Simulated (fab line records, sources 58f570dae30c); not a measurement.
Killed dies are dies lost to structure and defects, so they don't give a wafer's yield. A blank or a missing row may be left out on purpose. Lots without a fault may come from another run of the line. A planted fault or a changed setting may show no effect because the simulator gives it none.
Chamber matching | flow berkeley_cmos170 | UCB170_V1_CMP_02 on cmp-02: 4 sister chambers
The step polishes SiO2. 16 wafers are shown with their chamber, then 8 later ones without.

WAFERS WITH THEIR CHAMBER
wafer  | chamber | motor_current_A (A)
L213.2 | 2       | 13.7
L213.3 | 3       | 18.8
L213.6 | 0       | 20.1
L216.1 | 1       | 18.4
L216.3 | 2       | 14.2
L216.4 | 0       | 20.0
L218.3 | 0       | 19.4
L218.5 | 0       | 19.9
L218.6 | 3       | 18.2
L228.3 | 3       | 18.4
L228.4 | 0       | 19.4
L228.5 | 0       | 18.9
L229.1 | 2       | 14.1
L229.4 | 1       | 17.0
L229.6 | 0       | 20.7
L233.2 | 2       | 14.6

SIGNATURES (means of the wafers above)
reading         | chamber 0 | chamber 1 | chamber 2 | chamber 3 | scatter within a chamber
motor_current_A | 19.771    | 17.700    | 14.150    | 18.467    | 0.552
Rule: a wafer's distance from a chamber is the root of the sum, over the readings, of the square of ((its reading less the chamber's mean) divided by the reading's scatter). The wafer belongs to the nearest chamber; if the next one is less than 2 further off, it can't be placed. The scatter: the root of (the sum of the squares of (reading less its chamber's mean) over the shown wafers, divided by (wafers less chambers)).

WAFERS WITHOUT THEIR CHAMBER
wafer  | motor_current_A (A)
L233.4 | 17.8
L233.6 | 13.3
L232.1 | 17.4
L232.4 | 14.1
L232.5 | 16.9
L234.4 | 19.9
L234.5 | 17.1
L234.6 | 14.1

WHICH CHAMBER EACH WENT THROUGH
wafer  | from the rows above     | in truth
L233.4 | can't be placed: 1 or 3 | 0
L233.6 | 2                       | 2
L232.1 | can't be placed: 1 or 3 | 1
L232.4 | 2                       | 2
L232.5 | can't be placed: 1 or 3 | 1
L234.4 | 0                       | 0
L234.5 | can't be placed: 1 or 3 | 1
L234.6 | 2                       | 2
Placed correctly: 4 of 8. Can't be placed from these rows: 4 (the true chamber is among the candidates in 3). Placed wrongly: 0.
